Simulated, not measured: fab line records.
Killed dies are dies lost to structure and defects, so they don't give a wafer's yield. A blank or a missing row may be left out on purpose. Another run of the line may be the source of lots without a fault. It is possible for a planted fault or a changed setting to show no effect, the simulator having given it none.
The tool behind it: which one? :: flow berkeley cmos170 :: route of 331 steps, sampled at 1 step: 6 lots, 18 wafers

WHAT THE GAUGES READ, wafer by wafer
UCB170_NWELL_THK_MEAS_05.
lot: L638
measured: day 2 18:31
on: film metro-02
NWELL_NITRIDE_THK (nm): 220.8 219.4 220.3

lot: L640
measured: day 3 22:35
on: film metro-02
NWELL_NITRIDE_THK (nm): 225.7 224.9 225.2

lot: L642
measured: day 4 05:24
on: film metro-03
NWELL_NITRIDE_THK (nm): 221.5 222.1 220.8

lot: L655
measured: day 6 06:34
on: film metro-01
NWELL_NITRIDE_THK (nm): 221.9 221.8 223.1

lot: L656
measured: day 6 12:08
on: film metro-02
NWELL_NITRIDE_THK (nm): 218.7 218.7 218.2

lot: L659
measured: day 7 01:51
on: film metro-01
NWELL_NITRIDE_THK (nm): 220.5 220.8 220.4

WHAT TOOL EACH LOT RAN ON (gives the tool, then ch and the chambers of the sampled wafers, and finally the start)
The record shows no process step preceding these readings.

THE ANSWER, worked out from the rows above alone
Rule: what is usual is taken from the lots themselves. Put in order of their means at a reading, lots are off if they are a third of the lots or fewer, leave a main group of 4 or more, and stand apart from it by a gap of 3 or more times the standard deviation of the main group's means; of several such gaps the widest counts. Not used: any main group whose means are identical at the precision the tables above print for the reading. Also off: a lot with no number at a reading for which 4 or more lots have one. Any other lot the step has rows for is counted as sound.
Across all readings shown, no lot is off: no conclusion can be drawn from this.

WHAT THE SIMULATOR HAD PUT IN
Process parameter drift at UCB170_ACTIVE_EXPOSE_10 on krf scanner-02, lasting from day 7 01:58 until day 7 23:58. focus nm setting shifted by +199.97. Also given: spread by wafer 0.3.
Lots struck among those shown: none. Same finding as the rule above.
